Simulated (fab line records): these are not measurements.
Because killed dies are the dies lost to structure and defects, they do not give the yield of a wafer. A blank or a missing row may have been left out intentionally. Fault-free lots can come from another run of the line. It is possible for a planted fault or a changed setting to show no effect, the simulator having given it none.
Matching of chambers + flow rit-cmos + pecvd-04 running RIT_CONTACT_CVD_00: 3 sister chambers
The step deposits SiO2 from TEOS, target thk 400 nm, time 61 s. 14 wafers are shown with their chamber, then 7 later ones without.

== EACH WAFER AND ITS CHAMBER ==
| wafer  | chamber | heater-power-w (W) |
|--------|---------|--------------------|
| L732.2 | 2       | 304                |
| L732.3 | 0       | 401                |
| L732.4 | 0       | 303                |
| L735.1 | 0       | 359                |
| L735.3 | 1       | 361                |
| L735.4 | 2       | 294                |
| L738.1 | 2       | 312                |
| L738.3 | 2       | 325                |
| L738.4 | 0       | 333                |
| L741.1 | 1       | 412                |
| L741.4 | 0       | 309                |
| L741.6 | 1       | 420                |
| L744.1 | 0       | 403                |
| L744.4 | 2       | 300                |

SIGNATURES (averages over the wafers above)
| reading        | chamber 0 | chamber 1 | chamber 2 | scatter within a chamber |
|----------------|-----------|-----------|-----------|--------------------------|
| heater-power-w | 351.33    | 397.67    | 307.00    | 33.4                     |
Rule: for a wafer and a chamber, the distance is found by dividing, reading by reading, the gap between the wafer's reading and the chamber's mean by the reading's scatter, squaring, summing and taking the root. The wafer belongs to the nearest chamber; if the next one is less than 2 further off, it can't be placed. How the scatter is found: for the shown wafers, subtract from each reading the mean of its chamber, square and add these, divide the total by (wafers less chambers), then take the root.

== WAFERS WITH NO CHAMBER GIVEN ==
| wafer  | heater-power-w (W) |
|--------|--------------------|
| L744.5 | 299                |
| L750.2 | 306                |
| L750.3 | 317                |
| L750.5 | 334                |
| L753.1 | 330                |
| L753.5 | 333                |
| L753.6 | 406                |

== CHAMBER TAKEN BY EACH ==
| wafer  | from the rows above          | in truth |
|--------|------------------------------|----------|
| L744.5 | can't be placed: 2 or 0      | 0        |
| L750.2 | can't be placed: 2 or 0      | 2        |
| L750.3 | can't be placed: 2 or 0      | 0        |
| L750.5 | can't be placed: 0 or 2 or 1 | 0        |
| L753.1 | can't be placed: 0 or 2 or 1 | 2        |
| L753.5 | can't be placed: 0 or 2 or 1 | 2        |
| L753.6 | can't be placed: 1 or 0      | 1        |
0 of 7 placed correctly. Not placeable from these rows: 7 (in 7, the candidates include the true chamber). Number placed wrongly: 0.
